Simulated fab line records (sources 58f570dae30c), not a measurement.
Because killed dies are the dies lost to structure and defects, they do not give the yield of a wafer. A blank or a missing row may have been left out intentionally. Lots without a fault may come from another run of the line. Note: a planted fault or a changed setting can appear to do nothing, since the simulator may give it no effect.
fab line records	flow berkeleyCmos170
[record] lots = 5	wafers = 23
route steps=331 shown NWELL@15 PWELL@36 PFIELD@86 NVT@105 PVT@116 GATE@135
startH: hours from the record's first day to the start of the lot's first wafer shown	waitH: hours since the lot's step before	" repeats the value in the row above	L1.1+2: several wafers, shown together as one row	- either no value or no given start	* or withheld: withheld	< > ~ a bound
route shown NAME@n: NAME is a module with steps in the file, n the number in the route of the first one	usual: the fault-free wafers' mean and standard deviation	same: alike in all rows	chamber/n: place in a boat	sites: per-site readings	_std_site: their standard deviation	_edge_site: outer sites' mean less inner sites'	radiusMm: how far each site lies from the wafer's centre	mask NAME#n: copy n	behind: the tool/chamber that last shaped the wafer	hold: why the lot was held/for how many hours/how that ended	device: names the non-switching transistor (n, p or np)	end of line: the route-end tests of the same wafers	a step without rows: its recipe alone	killed: at the first sort, the dies lost to defects and structure; wafer yield is something else	map: a wafer's dies, x killed, . not, _ none there
set.NAME: the setting as run; set.NAME@STEP: as run at that earlier step	model.NAME: the simulator's own value behind a step, which no gauge read
one table per step and one row per wafer, for lots whose settings were changed on purpose
[[steps]]
[step UCB170_NWELL_OXIDATION_01]
[recipe] tempC = 1000	ambient = O2	targetThkA = 264	oxTimeS = 1260
lot.wafer	tool	chamber	startH	waitH	set.oxTimeS	model.SiO2_of_NWELL_OXIDATION_01.thkNm
L074.1	-	-	-	1.7	1131	24.92
L074.2	"	-	"	"	1131	24.73
L074.3	"	-	"	"	1131	25.16
L074.4	"	-	"	"	1131	24.46
L074.5	"	-	"	"	1131	24.71
L076.1	-	-	-	1.7	1309	26.61
L076.2	"	-	"	"	1309	26.21
L076.4	"	-	"	"	1309	26.47
L076.5	"	-	"	"	1309	26.18
L076.6	"	-	"	"	1309	26.91
L077.2	-	-	-	3.2	1318	27.16
L077.3	"	-	"	"	1318	26.64
L077.4	"	-	"	"	1318	26.99
L077.5	"	-	"	"	1318	27.08
L077.6	"	-	"	"	1318	26.92
L078.1	-	-	-	2.6	1260	25.76
L078.3	"	-	"	"	1260	26.11
L078.4	"	-	"	"	1260	25.91
L078.5	"	-	"	"	1260	25.52
L078.6	"	-	"	"	1260	25.35
L084.1	furnace-04	0	71.94	0.8	1260	26.79
L084.4	"	0	"	"	1260	26.42
L084.5	"	0	"	"	1260	26.87
[step UCB170_NWELL_CVD_04]
[recipe] material = Si3N4	targetThkNm = 224	tempC = 800	precursor = SiH2Cl2/NH3	timeS = 3360	pressureMtorr = 200	sih2cl2FlowSccm = 25	nh3FlowSccm = 75
lot.wafer	tool	chamber	startH	waitH	set.tempC	model.Si3N4_of_NWELL_CVD_04.thkNm
L074.1	-	-	-	0.9	777.4	150.4
L074.2	"	-	"	"	777.4	148.7
L074.3	"	-	"	"	777.4	152.1
L074.4	"	-	"	"	777.4	149.8
L074.5	"	-	"	"	777.4	148.5
L076.1	-	-	-	0.0	776.9	147.7
L076.2	"	-	"	"	776.9	148.5
L076.4	"	-	"	"	776.9	146.8
L076.5	"	-	"	"	776.9	146.6
L076.6	"	-	"	"	776.9	147.2
L077.2	-	-	-	0.0	815	289.8
L077.3	"	-	"	"	815	290.8
L077.4	"	-	"	"	815	292.8
L077.5	"	-	"	"	815	293
L077.6	"	-	"	"	815	291.9
L078.1	-	-	-	0.0	790.5	191.9
L078.3	"	-	"	"	790.5	191.3
L078.4	"	-	"	"	790.5	192.9
L078.5	"	-	"	"	790.5	190.9
L078.6	"	-	"	"	790.5	193
L084.1	lpcvd-01	1	75.29	0.0	800	224.8
L084.4	"	1	"	"	800	223.8
L084.5	"	1	"	"	800	225.8
[step UCB170_NWELL_THK_MEAS_05]
[recipe] reads = Si3N4_of_NWELL_CVD_04
[usual] NWELL_NITRIDE_THK = 225.4/1.9
lot.wafer	tool	chamber	startH	waitH	set.tempC@NWELL_CVD_04	NWELL_NITRIDE_THK[nm]
L074.1	filmMetro-04	-	-	-	777.4	150.3
L074.2	"	-	"	"	777.4	148.7
L074.3	"	-	"	"	777.4	152.1
L074.4	"	-	"	"	777.4	149.8
L074.5	"	-	"	"	777.4	148.6
L076.1	filmMetro-04	-	-	-	776.9	147.8
L076.2	"	-	"	"	776.9	148.5
L076.4	"	-	"	"	776.9	146.7
L076.5	"	-	"	"	776.9	146.4
L076.6	"	-	"	"	776.9	147.2
L077.2	filmMetro-01	-	-	-	815	289.8
L077.3	"	-	"	"	815	290.7
L077.4	"	-	"	"	815	292.9
L077.5	"	-	"	"	815	292.8
L077.6	"	-	"	"	815	291.8
L078.1	filmMetro-01	-	-	-	790.5	192.1
L078.3	"	-	"	"	790.5	191.3
L078.4	"	-	"	"	790.5	192.8
L078.5	"	-	"	"	790.5	190.9
L078.6	"	-	"	"	790.5	192.7
L084.1	filmMetro-04	-	77.23	0.0	800	224.7
L084.4	"	-	"	"	800	223.8
L084.5	"	-	"	"	800	225.8
[step UCB170_NWELL_HMDS_06]
[recipe] primeTimeS = 60	primeTempC = 100
[step UCB170_NWELL_COAT_07]
[recipe] resist = KrF	spinRpm = 1500	resistThkNm = 900
[step UCB170_NWELL_DEVELOP_11]
[recipe] developer = TMAH	developTimeS = 45	resist = KrF	devTempC = 21
[step UCB170_NWELL_ETCH_13]
[recipe] chemistry = CH3F/Ar/O2	target = Si3N4	stopOn = SiO2	CH3F_flow_sccm = 20	Ar_flow_sccm = 50	O2_flow_sccm = 7	pressureMtorr = 50	rfW = 450	targetDepthA = 2464	overEtchFrac = 0.1	timeS = 154
[usual] oesProductAu = 0.940/0.016
lot.wafer	tool	chamber	startH	waitH	set.tempC@NWELL_CVD_04	oesProductAu
L074.1	rieDiel-03	1	33.81	0.0	777.4	0.741
L074.2	"	2	"	"	777.4	0.754
L074.3	"	3	"	"	777.4	0.758
L074.4	"	0	"	"	777.4	0.754
L074.5	"	0	"	"	777.4	0.740
L076.1	rieDiel-02	0	40.49	0.0	776.9	0.768
L076.2	"	1	"	"	776.9	0.756
L076.4	"	3	"	"	776.9	0.734
L076.5	"	2	"	"	776.9	0.733
L076.6	"	1	"	"	776.9	0.764
L077.2	rieDiel-03	2	48.25	0.0	815	0.982
L077.3	"	0	"	"	815	0.989
L077.4	"	1	"	"	815	0.982
L077.5	"	0	"	"	815	0.986
L077.6	"	3	"	"	815	0.990
L078.1	rieDiel-04	2	55.01	0.0	790.5	0.845
L078.3	"	0	"	"	790.5	0.866
L078.4	"	3	"	"	790.5	0.870
L078.5	"	0	"	"	790.5	0.861
L078.6	"	1	"	"	790.5	0.837
L084.1	rieDiel-03	0	79.82	0.0	800	0.936
L084.4	"	2	"	"	800	0.943
L084.5	"	3	"	"	800	0.946
[step UCB170_PWELL_OXIDATION_02]
[recipe] tempC = 1000	ambient = O2	targetThkA = 264	oxTimeS = 1260
lot.wafer	tool	chamber	startH	waitH	set.oxTimeS	model.SiO2_of_PWELL_OXIDATION_02.thkNm
L074.1	-	-	-	3.1	1359	27.72
L074.2	"	-	"	"	1359	27.86
L074.3	"	-	"	"	1359	27.73
L074.4	"	-	"	"	1359	27.71
L074.5	"	-	"	"	1359	27.7
L076.1	-	-	-	2.7	1079	23.79
L076.2	"	-	"	"	1079	23.36
L076.4	"	-	"	"	1079	23.48
L076.5	"	-	"	"	1079	23.22
L076.6	"	-	"	"	1079	23.64
L077.2	-	-	-	2.6	1125	24.67
L077.3	"	-	"	"	1125	24.96
L077.4	"	-	"	"	1125	24.71
L077.5	"	-	"	"	1125	25.09
L077.6	"	-	"	"	1125	24.58
L078.1	-	-	-	3.6	1338	26.63
L078.3	"	-	"	"	1338	26.35
L078.4	"	-	"	"	1338	26.16
L078.5	"	-	"	"	1338	26.47
L078.6	"	-	"	"	1338	26.48
L084.1	furnace-02	0	88.92	3.1	1260	26.29
L084.4	"	0	"	"	1260	26.04
L084.5	"	0	"	"	1260	26.69
[step UCB170_PWELL_COAT_08]
[recipe] resist = KrF	spinRpm = 1500	resistThkNm = 900
lot.wafer	tool	chamber	startH	waitH	set.resistThkNm	model.KrF_of_PWELL_COAT_08.thkNm
L074.1	lithoTrack-03	0	49.18	0.1	855.2	855.5
L074.2	"	0	"	"	900	898.9
L074.3	"	0	"	"	900	899.8
L074.4	"	0	"	"	855.2	855.2
L074.5	"	0	"	"	855.2	856.8
L076.1	lithoTrack-02	0	54.56	0.1	900	896.5
L076.2	"	0	"	"	936.6	935.6
L076.4	"	0	"	"	936.6	936.2
L076.5	"	0	"	"	900	900.5
L076.6	"	0	"	"	900	901.7
L077.2	lithoTrack-02	0	66.04	0.1	900	899.8
L077.3	"	0	"	"	900	900.2
L077.4	"	0	"	"	900	900.8
L077.5	"	0	"	"	900	902
L077.6	"	0	"	"	900	903.9
L078.1	lithoTrack-03	0	71.68	0.1	900	903.1
L078.3	"	0	"	"	938.5	940.9
L078.4	"	0	"	"	900	902.7
L078.5	"	0	"	"	900	901.4
L078.6	"	0	"	"	938.5	939
L084.1+4	lithoTrack-03	0	97.29	0.1	900	902.1
L084.5	"	0	"	"	900	901.5
[step UCB170_PWELL_SOFTBAKE_09]
[recipe] resist = KrF	tempC = 130	timeS = 60
[step UCB170_PWELL_EXPOSE_10]
[recipe] maskId = PWELL	targetCdNm = 3000	na = 0.5	sigmaOuter = 0.6	sourceShape = conventional	doseMj = 19
[step UCB170_PWELL_DEVELOP_12]
[recipe] developer = TMAH	developTimeS = 45	resist = KrF	devTempC = 21
[step UCB170_PWELL_ETCH_14]
[recipe] chemistry = CH3F/Ar/O2	target = Si3N4	stopOn = SiO2	CH3F_flow_sccm = 20	Ar_flow_sccm = 50	O2_flow_sccm = 7	pressureMtorr = 50	rfW = 450	targetDepthA = 2420	overEtchFrac = 0.1	timeS = 151
lot.wafer	tool	chamber	startH	waitH	set.resistThkNm@PWELL_COAT_08	model.KrF_of_PWELL_COAT_08.thkNm
L074.1	rieDiel-01	2	50.11	0.0	855.2	687.3
L074.2	"	1	"	"	900	717.1
L074.3	"	0	"	"	900	722.7
L074.4	"	3	"	"	855.2	688.8
L074.5	"	3	"	"	855.2	690.4
L076.1	rieDiel-03	1	55.42	0.0	900	718.6
L076.2	"	0	"	"	936.6	759.9
L076.4	"	3	"	"	936.6	759.1
L076.5	"	1	"	"	900	721.8
L076.6	"	0	"	"	900	726.5
L077.2	rieDiel-01	0	66.74	0.0	900	722.5
L077.3	"	3	"	"	900	734.9
L077.4	"	2	"	"	900	731.7
L077.5	"	3	"	"	900	737
L077.6	"	2	"	"	900	733.9
L078.1	rieDiel-02	0	72.53	0.0	900	722.7
L078.3	"	1	"	"	938.5	760.1
L078.4	"	2	"	"	900	727.1
L078.5	"	1	"	"	900	720
L078.6	"	2	"	"	938.5	763.1
L084.1	rieDiel-01	1	98.34	0.0	900	721.4
L084.4	"	3	"	"	900	735
L084.5	"	3	"	"	900	733.6
[step UCB170_PWELL_IMPLANT_15]
[recipe] species = B	doseCm2 = 5e+12	energyKev = 60	tiltDeg = 7
[step UCB170_PWELL_STRIP_16]
[recipe] chemistry = O2	powerW = 400	pressureMtorr = 3500	platenTempC = withheld	o2FlowSccm = 400	overashFraction = 0.5
[usual] stripTimeToEndpointS = 18.11/0.13
lot.wafer	tool	chamber	startH	waitH	set.resistThkNm@PWELL_COAT_08	stripTimeToEndpointS
L074.1	plasmaAsher-02	1	50.36	0.1	855.2	17.20
L074.2	"	0	"	"	900	17.91
L074.3	"	1	"	"	900	18.02
L074.4	"	0	"	"	855.2	17.25
L074.5	"	1	"	"	855.2	17.24
L076.1	plasmaAsher-02	1	55.67	0.1	900	17.94
L076.2	"	0	"	"	936.6	18.93
L076.4	"	1	"	"	936.6	18.93
L076.5	"	0	"	"	900	18.02
L076.6	"	1	"	"	900	18.14
L077.2	plasmaAsher-03	1	66.99	0.1	900	18.03
L077.3	"	1	"	"	900	18.34
L077.4	"	0	"	"	900	18.28
L077.5	"	1	"	"	900	18.38
L077.6	"	0	"	"	900	18.32
L078.1	plasmaAsher-02	1	72.78	0.1	900	18.05
L078.3	"	1	"	"	938.5	18.94
L078.4	"	0	"	"	900	18.15
L078.5	"	0	"	"	900	17.98
L078.6	"	1	"	"	938.5	19.01
L084.1	plasmaAsher-04	0	98.59	0.1	900	18.02
L084.4	"	1	"	"	900	18.34
L084.5	"	1	"	"	900	18.31
[step UCB170_PFIELD_IMPLANT_07]
[recipe] species = B	doseCm2 = 2e+13	energyKev = 80	tiltDeg = 7
lot.wafer	tool	chamber	startH	waitH	set.doseCm2
L074.1+2	implanter-02	0	80.90	0.0	2e+13
L074.3+4+5	"	0	"	"	1.859e+13
L076.1+2+5	implanter-02	0	86.47	0.0	1.947e+13
L076.4+6	"	0	"	"	2e+13
L078.1+6	implanter-03	0	98.80	0.0	2e+13
L078.3+4+5	"	0	"	"	1.913e+13
L077.2+3+6	implanter-02	0	99.07	0.0	2e+13
L077.4+5	"	0	"	"	2.128e+13
L084.1+4+5	implanter-03	0	134.89	0.0	2e+13
[step UCB170_PFIELD_STRIP_08]
[recipe] chemistry = O2	powerW = 400	pressureMtorr = 3500	platenTempC = withheld	o2FlowSccm = 400	overashFraction = 0.5
[step UCB170_PFIELD_TW_MEAS_09]
[usual] PFIELD_TW = 600/4.9
lot.wafer	tool	chamber	startH	waitH	set.doseCm2@PFIELD_IMPLANT_07	PFIELD_TW
L074.1	filmMetro-01	-	81.15	0.1	2e+13	594
L074.2	"	-	"	"	2e+13	597
L074.3	"	-	"	"	1.859e+13	582
L074.4	"	-	"	"	1.859e+13	581
L074.5	"	-	"	"	1.859e+13	580
L076.1	filmMetro-03	-	86.72	0.1	1.947e+13	591
L076.2	"	-	"	"	1.947e+13	593
L076.4	"	-	"	"	2e+13	597
L076.5	"	-	"	"	1.947e+13	589
L076.6	"	-	"	"	2e+13	594
L078.1	filmMetro-03	-	99.07	0.1	2e+13	602
L078.3	"	-	"	"	1.913e+13	598
L078.4	"	-	"	"	1.913e+13	596
L078.5	"	-	"	"	1.913e+13	599
L078.6	"	-	"	"	2e+13	606
L077.2	filmMetro-04	-	99.31	0.1	2e+13	603
L077.3	"	-	"	"	2e+13	604
L077.4	"	-	"	"	2.128e+13	617
L077.5	"	-	"	"	2.128e+13	618
L077.6	"	-	"	"	2e+13	602
L084.1	filmMetro-01	-	135.14	0.1	2e+13	599
L084.4	"	-	"	"	2e+13	597
L084.5	"	-	"	"	2e+13	597
[step UCB170_NVT_COAT_01]
[recipe] resist = KrF	spinRpm = 1500	resistThkNm = 900
lot.wafer	tool	chamber	startH	waitH	set.resistThkNm	model.KrF_of_NVT_COAT_01.thkNm
L074.1	lithoTrack-02	0	107.40	0.1	916.7	919.6
L074.2	"	0	"	"	900	899.7
L074.3	"	0	"	"	916.7	916.7
L074.4	"	0	"	"	900	904.1
L074.5	"	0	"	"	916.7	918.5
L076.1	lithoTrack-01	0	112.35	0.1	860.2	859.7
L076.2	"	0	"	"	900	899.2
L076.4	"	0	"	"	860.2	862.8
L076.5	"	0	"	"	860.2	862.3
L076.6	"	0	"	"	900	902.3
L078.1	lithoTrack-04	0	131.80	0.1	936.7	933.6
L078.3	"	0	"	"	900	899
L078.4	"	0	"	"	900	897.7
L078.5	"	0	"	"	936.7	934.5
L078.6	"	0	"	"	900	897.3
L077.2	lithoTrack-01	0	131.82	0.1	872.8	873
L077.3	"	0	"	"	900	902.4
L077.4	"	0	"	"	872.8	873.5
L077.5	"	0	"	"	900	900.4
L077.6	"	0	"	"	900	900.5
L084.1	lithoTrack-04	0	158.32	0.1	900	901.8
L084.4	"	0	"	"	900	903.6
L084.5	"	0	"	"	900	900.6
[step UCB170_NVT_SOFTBAKE_02]
[recipe] resist = KrF	tempC = 130	timeS = 60
[step UCB170_NVT_EXPOSE_03]
[recipe] maskId = PWELL	targetCdNm = 3000	na = 0.5	sigmaOuter = 0.6	sourceShape = conventional	doseMj = 30
[step UCB170_NVT_IMPLANT_07]
[recipe] species = BF2	doseCm2 = 3e+12	energyKev = 50	tiltDeg = 7
[step UCB170_NVT_STRIP_08]
[recipe] chemistry = O2	powerW = 400	pressureMtorr = 3500	platenTempC = withheld	o2FlowSccm = 400	overashFraction = 0.5
[usual] stripTimeToEndpointS = 21.61/0.056
lot.wafer	tool	chamber	startH	waitH	set.resistThkNm@NVT_COAT_01	stripTimeToEndpointS
L074.1	plasmaAsher-01	0	108.52	0.1	916.7	22.12
L074.2	"	1	"	"	900	21.62
L074.3	"	0	"	"	916.7	22.02
L074.4	"	1	"	"	900	21.72
L074.5	"	0	"	"	916.7	22.05
L076.1	plasmaAsher-02	0	113.38	0.1	860.2	20.66
L076.2	"	1	"	"	900	21.60
L076.4	"	1	"	"	860.2	20.75
L076.5	"	0	"	"	860.2	20.74
L076.6	"	1	"	"	900	21.68
L078.1	plasmaAsher-03	1	132.83	0.1	936.7	22.44
L078.3	"	0	"	"	900	21.60
L078.4	"	1	"	"	900	21.57
L078.5	"	1	"	"	936.7	22.46
L078.6	"	0	"	"	900	21.57
L077.2	plasmaAsher-02	0	133.10	0.1	872.8	20.99
L077.3	"	1	"	"	900	21.67
L077.4	"	0	"	"	872.8	20.99
L077.5	"	1	"	"	900	21.64
L077.6	"	0	"	"	900	21.65
L084.1	plasmaAsher-03	0	159.53	0.1	900	21.67
L084.4	"	1	"	"	900	21.72
L084.5	"	1	"	"	900	21.65
[step UCB170_PVT_COAT_01]
[recipe] resist = KrF	spinRpm = 1500	resistThkNm = 900
lot.wafer	tool	chamber	startH	waitH	set.resistThkNm	model.KrF_of_PVT_COAT_01.thkNm
L074.1	lithoTrack-03	0	110.05	0.1	859.5	858.2
L074.2	"	0	"	"	900	899.3
L074.3	"	0	"	"	900	898
L074.4	"	0	"	"	859.5	860.5
L074.5	"	0	"	"	900	901.4
L076.1	lithoTrack-03	0	114.81	0.1	900	903.4
L076.2	"	0	"	"	900	904.4
L076.4	"	0	"	"	900	904.3
L076.5	"	0	"	"	900	905.8
L076.6	"	0	"	"	900	901.7
L078.1	lithoTrack-03	0	134.00	0.1	930.4	940.6
L078.3	"	0	"	"	900	907.1
L078.4	"	0	"	"	930.4	935.2
L078.5	"	0	"	"	900	905.9
L078.6	"	0	"	"	930.4	937.2
L077.2	lithoTrack-02	0	134.07	0.1	900	902.5
L077.3	"	0	"	"	900	903.3
L077.4	"	0	"	"	855.2	856.8
L077.5	"	0	"	"	855.2	854.8
L077.6	"	0	"	"	855.2	858.3
L084.1	lithoTrack-02	0	162.34	0.1	900	898.6
L084.4	"	0	"	"	900	901.6
L084.5	"	0	"	"	900	898.2
[step UCB170_PVT_SOFTBAKE_02]
[recipe] resist = KrF	tempC = 130	timeS = 60
[step UCB170_PVT_EXPOSE_03]
[recipe] maskId = NWELL	targetCdNm = 3000	na = 0.5	sigmaOuter = 0.6	sourceShape = conventional	doseMj = 30
[step UCB170_PVT_IMPLANT_07]
[recipe] species = P	doseCm2 = 2e+12	energyKev = 30	tiltDeg = 7
[step UCB170_PVT_STRIP_08]
[recipe] chemistry = O2	powerW = 400	pressureMtorr = 3500	platenTempC = withheld	o2FlowSccm = 400	overashFraction = 0.5
[usual] stripTimeToEndpointS = 21.67/0.07
lot.wafer	tool	chamber	startH	waitH	set.resistThkNm@PVT_COAT_01	stripTimeToEndpointS
L074.1	plasmaAsher-02	0	111.40	0.1	859.5	20.63
L074.2	"	1	"	"	900	21.60
L074.3	"	1	"	"	900	21.57
L074.4	"	0	"	"	859.5	20.68
L074.5	"	1	"	"	900	21.66
L076.1	plasmaAsher-04	1	116.23	0.1	900	21.73
L076.2	"	0	"	"	900	21.73
L076.4	"	1	"	"	900	21.72
L076.5	"	0	"	"	900	21.77
L076.6	"	1	"	"	900	21.67
L078.1	plasmaAsher-02	1	135.36	0.1	930.4	22.61
L078.3	"	0	"	"	900	21.79
L078.4	"	1	"	"	930.4	22.45
L078.5	"	1	"	"	900	21.79
L078.6	"	0	"	"	930.4	22.52
L077.2	plasmaAsher-03	1	135.42	0.1	900	21.69
L077.3	"	0	"	"	900	21.70
L077.4	"	1	"	"	855.2	20.59
L077.5	"	1	"	"	855.2	20.58
L077.6	"	0	"	"	855.2	20.62
L084.1	plasmaAsher-03	0	164.28	0.1	900	21.60
L084.4	"	1	"	"	900	21.67
L084.5	"	0	"	"	900	21.58
[step UCB170_GATE_EXPOSE_09]
[recipe] maskId = POLY	targetCdNm = 350	na = 0.5	sigmaOuter = 0.6	sourceShape = conventional	doseMj = 21
lot.wafer	tool	chamber	startH	waitH	mask	set.doseMj
L074.1+2+3+4+5	krfScanner-01	0	125.70	-	POLY#0	21
L076.1+2	krfScanner-02	0	130.84	-	POLY#0	21
L076.4+5+6	"	0	"	"	POLY#0	21.85
L077.2+5+6	krfScanner-01	0	145.68	-	POLY#0	22.26
L077.3+4	"	0	"	"	POLY#0	21
L078.1+3+4+5+6	krfScanner-01	0	145.99	-	POLY#0	21
L084.1+4+5	krfScanner-01	0	174.10	-	POLY#0	21
[step UCB170_GATE_PEB_10]
[recipe] pebTempC = 130	pebTimeS = withheld	resist = KrF
[step UCB170_GATE_DEVELOP_11]
[recipe] developer = TMAH	developTimeS = 45	resist = KrF	devTempC = 21
[step UCB170_GATE_CD_MEAS_12]
[recipe] targetCdNm = 350
[usual] cdNm = 350.3/1.4
lot.wafer	tool	chamber	startH	waitH	set.doseMj@GATE_EXPOSE_09	cdNm
L074.1	cdSem-02	-	126.10	-	21	349.5
L074.2	"	-	"	"	21	350.3
L074.3	"	-	"	"	21	350.0
L074.4	"	-	"	"	21	349.7
L074.5	"	-	"	"	21	349.1
L076.1	cdSem-01	-	131.24	-	21	349.9
L076.2	"	-	"	"	21	350.1
L076.4	"	-	"	"	21.85	342.7
L076.5	"	-	"	"	21.85	342.1
L076.6	"	-	"	"	21.85	343.8
L077.2	cdSem-01	-	146.73	-	22.26	338.8
L077.3	"	-	"	"	21	349.3
L077.4	"	-	"	"	21	351.4
L077.5	"	-	"	"	22.26	340.0
L077.6	"	-	"	"	22.26	340.0
L078.1	cdSem-01	-	146.99	-	21	351.3
L078.3	"	-	"	"	21	351.1
L078.4	"	-	"	"	21	352.6
L078.5	"	-	"	"	21	351.6
L078.6	"	-	"	"	21	352.8
L084.1	cdSem-01	-	175.41	-	21	349.1
L084.4	"	-	"	"	21	349.8
L084.5	"	-	"	"	21	348.9
[[key]]
[split] step = UCB170_NWELL_OXIDATION_01	setting = oxTimeS	stated = 1260	by = lot
[response] step = UCB170_NWELL_OXIDATION_01	reading = model.SiO2_of_NWELL_OXIDATION_01.thkNm	change = +0.133	per = 1%	r = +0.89
[split] step = UCB170_NWELL_CVD_04	setting = tempC	stated = 800	by = lot
[response] step = UCB170_NWELL_CVD_04	reading = model.Si3N4_of_NWELL_CVD_04.thkNm	change = +29.9	per = 1%	r = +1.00
[response] step = UCB170_NWELL_THK_MEAS_05	reading = NWELL_NITRIDE_THK	change = +29.8	per = 1%	r = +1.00
[response] step = UCB170_NWELL_ETCH_13	reading = oesProductAu	change = +0.0518	per = 1%	r = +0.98
[split] step = UCB170_PWELL_OXIDATION_02	setting = oxTimeS	stated = 1260	by = lot
[response] step = UCB170_PWELL_OXIDATION_02	reading = model.SiO2_of_PWELL_OXIDATION_02.thkNm	change = +0.157	per = 1%	r = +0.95
[split] step = UCB170_PWELL_COAT_08	setting = resistThkNm	stated = 900	by = wafer
[response] step = UCB170_PWELL_COAT_08	reading = model.KrF_of_PWELL_COAT_08.thkNm	change = +8.81	per = 1%	r = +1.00
[response] step = UCB170_PWELL_ETCH_14	reading = model.KrF_of_PWELL_COAT_08.thkNm	change = +7.88	per = 1%	r = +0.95
[response] step = UCB170_PWELL_STRIP_16	reading = stripTimeToEndpointS	change = *	per = 1%	r = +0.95
[split] step = UCB170_PFIELD_IMPLANT_07	setting = doseCm2	stated = 2e+13	by = wafer
[response] step = UCB170_PFIELD_TW_MEAS_09	reading = PFIELD_TW	change = +2.03	per = 1%	r = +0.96
[split] step = UCB170_NVT_COAT_01	setting = resistThkNm	stated = 900	by = wafer
[response] step = UCB170_NVT_COAT_01	reading = model.KrF_of_NVT_COAT_01.thkNm	change = +8.92	per = 1%	r = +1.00
[response] step = UCB170_NVT_STRIP_08	reading = stripTimeToEndpointS	change = *	per = 1%	r = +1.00
[split] step = UCB170_PVT_COAT_01	setting = resistThkNm	stated = 900	by = wafer
[response] step = UCB170_PVT_COAT_01	reading = model.KrF_of_PVT_COAT_01.thkNm	change = +9.16	per = 1%	r = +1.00
[response] step = UCB170_PVT_STRIP_08	reading = stripTimeToEndpointS	change = *	per = 1%	r = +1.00
[split] step = UCB170_GATE_EXPOSE_09	setting = doseMj	stated = 21	by = wafer
[response] step = UCB170_GATE_CD_MEAS_12	reading = cdNm	change = -1.78	per = 1%	r = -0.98
